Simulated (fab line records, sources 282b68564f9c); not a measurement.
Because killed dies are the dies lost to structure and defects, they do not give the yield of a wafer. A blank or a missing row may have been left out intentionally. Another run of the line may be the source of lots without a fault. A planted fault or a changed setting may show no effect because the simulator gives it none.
Split-lot experiment + flow rit_cmos + 23 wafers read from 5 lots, route of 202 steps

ON THE SPLIT
At RIT_M1_COAT_04 (resist thk 1300 nm), the setting resist_thk_nm was moved away from the recipe's 1300 nm on 11 of the 23 wafers read, by -5.0% to +5.8%. All remaining wafers had this setting at the recipe value.

BETWEEN THE SPLIT AND THE READING: the file shows 1 step in between
- RIT_M1_DEVELOP_08: develop time 68 s (also split here: develop_time_s)

THE READING
NOVOLAK_of_M1_COAT_04.thk_nm (the simulator's own value, which no gauge read), in nm, at RIT_M1_HARDBAKE_11 (time 120 s). There is no usual value for it anywhere in the file. The 12 wafers here that ran the recipe average 1138 nm, standard deviation 4.2 nm.

| wafer  | tool, chamber at the split | resist_thk_nm as run, nm | against the recipe | NOVOLAK_of_M1_COAT_04.thk_nm, nm | against lot-mates on the recipe |
|--------|----------------------------|--------------------------|--------------------|----------------------------------|---------------------------------|
| L077.1 | litho_track-01, 0          | 1333                     | +2.5%              | 1167                             | +29                             |
| L077.3 | litho_track-01, 0          | 1333                     | +2.5%              | 1166                             | +28                             |
| L077.5 | litho_track-01, 0          | 1333                     | +2.5%              | 1166                             | +28                             |
| L077.4 | litho_track-01, 0          | 1300                     | recipe             | 1136                             | -                               |
| L077.6 | litho_track-01, 0          | 1300                     | recipe             | 1140                             | -                               |
| L080.1 | litho_track-04, 0          | 1300                     | recipe             | 1139                             | -                               |
| L080.2 | litho_track-04, 0          | 1346                     | +3.5%              | 1182                             | +42                             |
| L080.3 | litho_track-04, 0          | 1346                     | +3.5%              | 1180                             | +40                             |
| L080.4 | litho_track-04, 0          | 1346                     | +3.5%              | 1180                             | +40                             |
| L080.5 | litho_track-04, 0          | 1300                     | recipe             | 1140                             | -                               |
| L081.1 | litho_track-04, 0          | 1300                     | recipe             | 1142                             | -                               |
| L081.2 | litho_track-04, 0          | 1235                     | -5.0%              | 1087                             | -57                             |
| L081.4 | litho_track-04, 0          | 1235                     | -5.0%              | 1087                             | -57                             |
| L081.5 | litho_track-04, 0          | 1300                     | recipe             | 1146                             | -                               |
| L081.6 | litho_track-04, 0          | 1235                     | -5.0%              | 1092                             | -52                             |
| L083.2 | litho_track-01, 0          | 1375                     | +5.8%              | 1199                             | +61                             |
| L083.3 | litho_track-01, 0          | 1375                     | +5.8%              | 1202                             | +64                             |
| L083.4 | litho_track-01, 0          | 1300                     | recipe             | 1138                             | -                               |
| L083.5 | litho_track-01, 0          | 1300                     | recipe             | 1138                             | -                               |
| L083.6 | litho_track-01, 0          | 1300                     | recipe             | 1139                             | -                               |
| L084.2 | litho_track-02, 0          | 1300                     | recipe             | 1130                             | -                               |
| L084.5 | litho_track-02, 0          | 1300                     | recipe             | 1132                             | -                               |
| L084.6 | litho_track-02, 0          | 1300                     | recipe             | 1134                             | -                               |

FIT RESULTS
A straight line over all 23 wafers: NOVOLAK_of_M1_COAT_04.thk_nm changes by +10.6 nm for each +1% of resist_thk_nm; r = +0.99; the points scatter about the line by 3.9 nm.
The same after taking each lot's own level away (the mean of its wafers on the recipe; 23 wafers): +11.1 nm for each +1%; r = +1.00; scatter 1.8 nm.
The reading moves by 64 nm for the largest change in resist_thk_nm, on that fit.
Measured against the standard deviation above, the lots' own levels, which go from 1132.0 to 1144.0 nm, span 2.9 times it.
The two slopes agree, so the slope changes little with the lot-to-lot level.
Check: +64.8 nm against its lot-mates is what the line predicts for one of the wafers moved furthest among these (+5.8%) when that wafer is left out of the fit. It came out at +60.7 nm against them.

FURTHER SPLITS ON THESE WAFERS
These wafers also went through other splits before the reading. Each is held against what the fit with the lots' levels taken away leaves over:
| other split on the same wafers        | wafers away from the commonest value | r with NOVOLAK_of_M1_COAT_04.thk_nm (lot level and that fit taken away) |
|---------------------------------------|--------------------------------------|-------------------------------------------------------------------------|
| RIT_SPACER_CVD_03 temp_c              | 10                                   | +0.12                                                                   |
| RIT_NSD_SOFTBAKE_02 temp_c            | 6                                    | +0.40                                                                   |
| RIT_PSD_COAT_01 resist_thk_nm         | 8                                    | +0.27                                                                   |
| RIT_PSD_HARDBAKE_07 temp_c            | 9                                    | +0.44                                                                   |
| RIT_SDANNEAL_RTA_03 time_s            | 7                                    | -0.26                                                                   |
| RIT_CONTACT_COAT_03 spin_rpm          | 4                                    | -0.10                                                                   |
| RIT_CONTACT_DEVELOP_07 develop_time_s | 7                                    | +0.38                                                                   |
| RIT_M1_DEVELOP_08 develop_time_s      | 4                                    | +0.30                                                                   |

THE WHOLE CHAIN: every reading that the file lists as answering this split, in the file's order
| step               | what it does       | reading                                                                       | change (the file's fit)              | r (the file's) |
|--------------------|--------------------|-------------------------------------------------------------------------------|--------------------------------------|----------------|
| RIT_M1_COAT_04     | resist thk 1300 nm | NOVOLAK_of_M1_COAT_04.thk_nm (the simulator's own value, which no gauge read) | +12.8 nm for each +1% of the setting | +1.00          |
| RIT_M1_HARDBAKE_11 | time 120 s         | NOVOLAK_of_M1_COAT_04.thk_nm (the simulator's own value, which no gauge read) | +11 nm for each +1% of the setting   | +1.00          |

FILE'S OWN FIT
NOVOLAK_of_M1_COAT_04.thk_nm changes by +11 nm for each +1% of resist_thk_nm, r = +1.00.
